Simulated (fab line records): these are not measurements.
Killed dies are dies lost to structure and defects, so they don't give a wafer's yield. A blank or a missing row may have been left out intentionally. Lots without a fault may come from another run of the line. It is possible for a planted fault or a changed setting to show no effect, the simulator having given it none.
Comparing a struck lot with a sound one | flow ritCmos | 22 steps out of a route of 202
Sound: the wafers L254.4, L254.5, L254.6. Wafers struck: L246.1, L246.2, L246.3. At the end, the cause is stated.
For every step that has rows: the tool of each side, followed by ch and its chambers, followed by its first start. Under that, the readings that differ: sound wafers | struck wafers | difference of the means | sigmas: that difference in standard deviations of wafers without a fault.
alike: same words and numbers on both sides, and readings whose means sit less than 2 such deviations apart. not compared: any withheld reading, any reading some wafer has no value for, any bound like >300 that may hide the same value, and any number with overlapping values for which the record gives no deviation.
A row with sigmas, a row that says differs or no value, or rows on one side alone: a step with any of these is where the two part. Non-overlapping numbers with no deviation appear without sigmas and do not part them. A reading that every wafer of one side lacks parts them only if that side has two wafers or more.

first, 2 steps without rows for these wafers: RIT_NSD_HARDBAKE_07 (time 60 s); RIT_NSD_IMPLANT_08.
RIT_NSD_STRIP_09: strips in O2, time 180 s.
  sound on plasmaAsher-03 ch 0,1, day 6 06:58; struck on plasmaAsher-04 ch 0,1, day 4 11:14
  alike: drypumpMotorCurrentA
  not compared: rfHoursCounterH
RIT_NSD_TW_MEAS_10:
  struck on filmMetro-01, day 4 11:25; sound on filmMetro-01, day 6 07:07
  alike: NSD_TW
then, 6 steps without rows for these wafers: RIT_PSD_HMDS_00 (prime time 60 s); RIT_PSD_COAT_01 (resist thk 1000 nm); RIT_PSD_SOFTBAKE_02 (time 60 s); RIT_PSD_EXPOSE_03 (exposes mask M10, target cd 40900 nm); RIT_PSD_PEB_04; RIT_PSD_DEVELOP_05 (develop time 50 s).
RIT_PSD_OVL_MEAS_06:
  struck on overlay-02, day 4 12:19; sound on overlay-01, day 6 08:01
reading      | sound          | struck      | difference | sigmas
PSD_OVL (nm) | -0.9 -0.6 -0.8 | 1.0 0.8 3.4 | +2.5       | +2
then, 1 step without rows for these wafers: RIT_PSD_HARDBAKE_07 (time 60 s).
RIT_PSD_IMPLANT_08:
  sound on implanter-02 ch 0, day 6 08:15; struck on implanter-03 ch 0, day 4 12:49
RIT_PSD_STRIP_09: strips in O2, time 180 s.
  sound on plasmaAsher-02 ch 0,1, day 6 08:23; struck on plasmaAsher-02 ch 0,1, day 4 12:58
  alike: drypumpMotorCurrentA
  not compared: rfHoursCounterH
RIT_PSD_TW_MEAS_10:
  struck on filmMetro-01, day 4 13:09; sound on filmMetro-01, day 6 08:32
reading | sound          | struck         | difference | sigmas
PSD_TW  | 3477 3484 3483 | 3637 3644 3667 | +168       | +6
then, 3 steps without rows for these wafers: RIT_SDANNEAL_CLEAN_00 (cleans in SC1, time 600 s); RIT_SDANNEAL_CLEAN_01 (cleans in dHF, time 30 s); RIT_SDANNEAL_CLEAN_02 (cleans in SC2, time 600 s).
RIT_SDANNEAL_RTA_03: time 5 s.
  sound on rtpAnneal-01 ch 0, day 6 09:10; struck on rtpAnneal-01 ch 0, day 4 13:35
  alike: wafer_temp_C_max
RIT_SDANNEAL_RS_MEAS_04: the measuring method here is four-point-probe.
  struck on filmMetro-01, day 4 13:38; sound on filmMetro-02, day 6 09:16
reading         | sound                | struck               | difference | sigmas
PSD_RS (ohm/sq) | 115.97 115.64 115.75 | 107.53 107.39 107.41 | -8.34      | -29
RIT_SDANNEAL_RS_MEAS_05: the measuring method here is four-point-probe.
  struck on filmMetro-01, day 4 13:45; sound on filmMetro-02, day 6 09:23
  alike: NSD_RS
RIT_M1_PROBE_99:
  struck on prober-02, day 4 21:48; sound on prober-02, day 6 18:38
  alike: killedAtFrontEnd, killedDies, killedOnRim, killedOpen, killedShort

== WHERE THEY PART ==
Last at RIT_SDANNEAL_RS_MEAS_04 as far as this record goes, first at RIT_PSD_OVL_MEAS_06. Later steps at which nothing parts them and some readings are alike: RIT_SDANNEAL_RS_MEAS_05, RIT_M1_PROBE_99.

WHY: what the simulator had put in
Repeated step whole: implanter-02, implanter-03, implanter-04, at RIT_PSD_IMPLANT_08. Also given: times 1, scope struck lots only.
